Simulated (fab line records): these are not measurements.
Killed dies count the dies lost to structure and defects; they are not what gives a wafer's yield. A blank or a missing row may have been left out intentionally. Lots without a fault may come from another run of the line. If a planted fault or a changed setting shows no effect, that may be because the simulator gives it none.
Which tool was responsible? || flow rit-cmos || Sampling: 13 lots, 39 wafers, 3 of 202 route steps

== WHAT EACH GAUGE READ, for each wafer ==
RIT_NLDD_TW_MEAS_10.
{"lot": "L194", "measured": "day 3 03:13", "on": "film-metro-01", "NLDD_TW": "2525 2539 2520"}
{"lot": "L195", "measured": "day 3 06:07", "on": "film-metro-02", "NLDD_TW": "2508 2497 2510"}
{"lot": "L196", "measured": "day 3 05:54", "on": "film-metro-03", "NLDD_TW": "2466 2474 2466"}
{"lot": "L197", "measured": "day 3 15:37", "on": "film-metro-03", "NLDD_TW": "2478 2472 2476"}
{"lot": "L198", "measured": "day 3 21:05", "on": "film-metro-01", "NLDD_TW": "2546 2544 2542"}
{"lot": "L199", "measured": "day 4 01:09", "on": "film-metro-03", "NLDD_TW": "2438 2461 2454"}
{"lot": "L200", "measured": "day 4 05:25", "on": "film-metro-03", "NLDD_TW": "2465 2458 2453"}
{"lot": "L201", "measured": "day 4 09:50", "on": "film-metro-02", "NLDD_TW": "2515 2512 2506"}
{"lot": "L202", "measured": "day 4 15:17", "on": "film-metro-03", "NLDD_TW": "2448 2463 2461"}
{"lot": "L212", "measured": "day 6 14:55", "on": "film-metro-03", "NLDD_TW": "2470 2481 2482"}
{"lot": "L215", "measured": "day 7 07:05", "on": "film-metro-02", "NLDD_TW": "2505 2509 2500"}
{"lot": "L216", "measured": "day 7 12:44", "on": "film-metro-02", "NLDD_TW": "2509 2520 2511"}
{"lot": "L217", "measured": "day 7 18:23", "on": "film-metro-02", "NLDD_TW": "2517 2506 2503"}

RIT_NSD_OVL_MEAS_06.
{"lot": "L194", "measured": "day 3 09:27", "on": "overlay-02", "NSD_OVL (nm)": "0.1 -0.8 0.0"}
{"lot": "L195", "measured": "day 3 11:36", "on": "overlay-01", "NSD_OVL (nm)": "1.4 0.0 0.5"}
{"lot": "L196", "measured": "day 3 11:22", "on": "overlay-02", "NSD_OVL (nm)": "-1.1 2.4 -0.8"}
{"lot": "L197", "measured": "day 3 20:47", "on": "overlay-01", "NSD_OVL (nm)": "-4.5 -1.6 -0.4"}
{"lot": "L198", "measured": "day 4 02:16", "on": "overlay-02", "NSD_OVL (nm)": "-1.2 0.0 -2.9"}
{"lot": "L199", "measured": "day 4 06:41", "on": "overlay-01", "NSD_OVL (nm)": "-1.0 -1.4 -0.7"}
{"lot": "L200", "measured": "day 4 10:33", "on": "overlay-01", "NSD_OVL (nm)": "-1.8 -3.7 -3.2"}
{"lot": "L201", "measured": "day 4 15:55", "on": "overlay-01", "NSD_OVL (nm)": "-0.3 -1.4 -1.3"}
{"lot": "L202", "measured": "day 4 21:35", "on": "overlay-02", "NSD_OVL (nm)": "-0.4 -0.4 1.0"}
{"lot": "L212", "measured": "day 6 20:49", "on": "overlay-01", "NSD_OVL (nm)": "-0.7 0.3 2.3"}
{"lot": "L215", "measured": "day 7 13:04", "on": "overlay-01", "NSD_OVL (nm)": "-2.0 -1.2 -0.5"}
{"lot": "L216", "measured": "day 7 19:09", "on": "overlay-01", "NSD_OVL (nm)": "-2.5 -3.9 -1.9"}
{"lot": "L217", "measured": "day 8 01:49", "on": "overlay-02", "NSD_OVL (nm)": "0.7 0.7 -0.1"}

== EACH LOT AND THE TOOL THAT RAN IT (in order: tool; ch and the chambers of the sampled wafers; start) ==
{"lot": "L194", "RIT_GATE_CLEAN_04": "wet-bench-02 ch 1, day 2 11:08"}
{"lot": "L195", "RIT_GATE_CLEAN_04": "wet-bench-03 ch 0, day 2 18:30"}
{"lot": "L196", "RIT_GATE_CLEAN_04": "wet-bench-03 ch 1, day 2 19:46"}
{"lot": "L197", "RIT_GATE_CLEAN_04": "wet-bench-04 ch 2, day 3 05:11"}
{"lot": "L198", "RIT_GATE_CLEAN_04": "wet-bench-04 ch 0, day 3 09:50"}
{"lot": "L199", "RIT_GATE_CLEAN_04": "wet-bench-04 ch 0, day 3 15:34"}
{"lot": "L200", "RIT_GATE_CLEAN_04": "wet-bench-03 ch 3, day 3 15:46"}
{"lot": "L201", "RIT_GATE_CLEAN_04": "wet-bench-03 ch 0, day 3 21:26"}
{"lot": "L202", "RIT_GATE_CLEAN_04": "wet-bench-04 ch 1, day 4 03:04"}
{"lot": "L212", "RIT_GATE_CLEAN_04": "wet-bench-04 ch 2, day 6 02:29"}
{"lot": "L215", "RIT_GATE_CLEAN_04": "wet-bench-02 ch 0, day 6 19:05"}
{"lot": "L216", "RIT_GATE_CLEAN_04": "wet-bench-03 ch 2, day 7 01:08"}
{"lot": "L217", "RIT_GATE_CLEAN_04": "wet-bench-02 ch 1, day 7 05:31"}
- RIT_GATE_CLEAN_04: cleans in dHF, time 60 s.

== WHAT THE TOOLS THEMSELVES READ (means of the sampled wafers that have a number; where no wafer has one, the mark that the record gives instead) ==
The record holds no such reading with a usual standard deviation.

== THE ANSWER, worked out from the rows above alone ==
Rule: what is usual is taken from the lots themselves. The widest of any qualifying gaps counts: lots, ordered by their means at a reading, are off when they make up no more than a third of the lots, leave a main group of 4 or more, and stand apart from it by 3 or more times the standard deviation of that group's means. The tables above print the reading to a certain number of digits; a main group whose means all agree to those digits is not used. Also off: a lot with no number at a reading for which 4 or more lots have one. All remaining lots with rows at the step are treated as sound. The gauges are gone through in route order, then the tools' own readings, and for those a lot's mean is taken as printed above. At the first step where some lot is off, the reading lying furthest off is the one used; lots without a number count as furthest.
Across all readings shown, no lot is off: no conclusion can be drawn from this.

== WHAT WAS PUT IN BY THE SIMULATOR ==
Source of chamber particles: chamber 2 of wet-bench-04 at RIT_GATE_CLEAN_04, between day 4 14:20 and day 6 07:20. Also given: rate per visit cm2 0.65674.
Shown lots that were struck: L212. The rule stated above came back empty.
